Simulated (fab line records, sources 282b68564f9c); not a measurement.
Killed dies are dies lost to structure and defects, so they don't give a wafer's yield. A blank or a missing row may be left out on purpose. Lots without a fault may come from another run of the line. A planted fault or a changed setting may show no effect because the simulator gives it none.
A struck lot beside a sound one | flow rit_cmos | 43 steps out of a route of 202
Sound: wafers L199.2, L199.3, L199.4. Struck: wafers L207.1, L207.5, L207.6. The cause comes at the end.
At each step with rows: each side's tool, then ch and its chambers, then its first start. Under that, the readings that differ: sound wafers | struck wafers | difference of the means | sigmas: that difference in standard deviations of wafers without a fault.
alike: readings whose means differ by less than 2 such deviations, and words and numbers that are the same on both sides. not compared: withheld readings, readings that some wafer has no value for, bounds like >300 that may hide the same value, and numbers for which the record gives no deviation and whose values overlap.
The two part at a step that has a row with sigmas, a row that says differs or no value, or rows on one side only. Numbers that don't overlap but have no deviation are shown without sigmas and don't part them. A reading that every wafer of one side lacks parts them only if that side has two wafers or more.

first, 2 steps without rows for these wafers: RIT_NLDD_HARDBAKE_07 (time 60 s); RIT_NLDD_IMPLANT_08.
RIT_NLDD_STRIP_09: strips in O2, time 180 s.
  sound on plasma_asher-02 ch 0,1, day 4 00:32; struck on plasma_asher-02 ch 0,1, day 5 10:08
  alike: drypump_motor_current_A
  not compared: rf_hours_counter_h
RIT_NLDD_TW_MEAS_10:
  sound on film_metro-01, day 4 00:43; struck on film_metro-02, day 5 10:18
  reading | sound          | struck         | difference | sigmas
  NLDD_TW | 2527 2513 2526 | 2472 2480 2469 | -48        | -2
then, 6 steps without rows for these wafers: RIT_PLDD_HMDS_00 (prime time 60 s); RIT_PLDD_COAT_01 (resist thk 1000 nm); RIT_PLDD_SOFTBAKE_02 (time 60 s); RIT_PLDD_EXPOSE_03 (exposes mask M8, target cd 40900 nm); RIT_PLDD_PEB_04; RIT_PLDD_DEVELOP_05 (develop time 50 s).
RIT_PLDD_OVL_MEAS_06:
  sound on overlay-01, day 4 01:38; struck on overlay-01, day 5 11:13
  alike: PLDD_OVL
then, 1 step without rows for these wafers: RIT_PLDD_HARDBAKE_07 (time 60 s).
RIT_PLDD_IMPLANT_08:
  sound on implanter-04 ch 0, day 4 01:50; struck on implanter-04 ch 0, day 5 11:24
  alike: tilt_deg
RIT_PLDD_STRIP_09: strips in O2, time 180 s.
  sound on plasma_asher-01 ch 0,1, day 4 01:58; struck on plasma_asher-03 ch 0,1, day 5 11:33
  alike: drypump_motor_current_A
  not compared: rf_hours_counter_h
RIT_PLDD_TW_MEAS_10:
  sound on film_metro-02, day 4 02:08; struck on film_metro-02, day 5 11:43
  alike: PLDD_TW
then, 4 steps without rows for these wafers: RIT_SPACER_CLEAN_00 (cleans in SC1, time 600 s); RIT_SPACER_CLEAN_01 (cleans in dHF, time 30 s); RIT_SPACER_CLEAN_02 (cleans in SC2, time 600 s); RIT_SPACER_CVD_03 (deposits Si3N4 from SiH2Cl2/NH3, target thk 250 nm, time 3300 s).
RIT_SPACER_THK_MEAS_04:
  sound on film_metro-01, day 4 05:28; struck on film_metro-01, day 5 14:19
  alike: SPACER_NITRIDE_THK
RIT_SPACER_ETCHBACK_05: etches Si3N4 in SF6/CHF3, stops on SiO2, target depth 250 nm, time 240 s.
  sound on rie_diel-03 ch 1,2,3, day 4 05:31; struck on rie_diel-03 ch 2,3, day 5 14:22
  alike: drypump_motor_current_A, oes_product_au, throttle_valve_pct
  not compared: rf_hours_counter_h
then, 6 steps without rows for these wafers: RIT_NSD_HMDS_00 (prime time 60 s); RIT_NSD_COAT_01 (resist thk 1000 nm); RIT_NSD_SOFTBAKE_02 (time 60 s); RIT_NSD_EXPOSE_03 (exposes mask M9, target cd 40700 nm); RIT_NSD_PEB_04; RIT_NSD_DEVELOP_05 (develop time 50 s).
RIT_NSD_OVL_MEAS_06:
  sound on overlay-02, day 4 06:50; struck on overlay-01, day 5 15:34
  reading      | sound          | struck      | difference | sigmas
  NSD_OVL (nm) | -1.8 -1.6 -3.6 | 1.2 2.0 1.7 | +4.0       | +3
then, 2 steps without rows for these wafers: RIT_NSD_HARDBAKE_07 (time 60 s); RIT_NSD_IMPLANT_08.
RIT_NSD_STRIP_09: strips in O2, time 180 s.
  sound on plasma_asher-01 ch 0,1, day 4 07:10; struck on plasma_asher-04 ch 0,1, day 5 15:54
  alike: drypump_motor_current_A
  not compared: rf_hours_counter_h
RIT_NSD_TW_MEAS_10:
  sound on film_metro-03, day 4 07:21; struck on film_metro-01, day 5 16:04
  reading | sound          | struck         | difference | sigmas
  NSD_TW  | 3064 3067 3077 | 3141 3142 3144 | +73        | +2
then, 6 steps without rows for these wafers: RIT_PSD_HMDS_00 (prime time 60 s); RIT_PSD_COAT_01 (resist thk 1000 nm); RIT_PSD_SOFTBAKE_02 (time 60 s); RIT_PSD_EXPOSE_03 (exposes mask M10, target cd 40900 nm); RIT_PSD_PEB_04; RIT_PSD_DEVELOP_05 (develop time 50 s).
RIT_PSD_OVL_MEAS_06:
  sound on overlay-01, day 4 08:29; struck on overlay-02, day 5 17:07
  reading      | sound          | struck      | difference | sigmas
  PSD_OVL (nm) | -2.8 -2.0 -1.7 | 1.4 1.7 0.5 | +3.4       | +3
then, 2 steps without rows for these wafers: RIT_PSD_HARDBAKE_07 (time 60 s); RIT_PSD_IMPLANT_08.
RIT_PSD_STRIP_09: strips in O2, time 180 s.
  sound on plasma_asher-02 ch 0,1, day 4 08:49; struck on plasma_asher-02 ch 0,1, day 5 17:27
  alike: drypump_motor_current_A
  not compared: rf_hours_counter_h
RIT_M1_PROBE_99:
  sound on prober-02, day 4 17:41; struck on prober-02, day 6 02:01
  reading                                      | sound                | struck              | difference | sigmas
  model.etest.diode_nwell_sub.leak_log10_a_cm2 | -7.539 -7.799 -7.386 | -6.626 -6.718 -6.65 | +0.910     |
  alike: killed_at_M0_to_M3, killed_at_contacts, killed_at_front_end, killed_dies, killed_open, killed_short

WHERE THEY PART
First at RIT_NLDD_TW_MEAS_10; last, within this record, at RIT_PSD_OVL_MEAS_06. Later steps at which nothing parts them and some readings are alike: RIT_PSD_STRIP_09, RIT_M1_PROBE_99.

WHY: what the simulator had put in
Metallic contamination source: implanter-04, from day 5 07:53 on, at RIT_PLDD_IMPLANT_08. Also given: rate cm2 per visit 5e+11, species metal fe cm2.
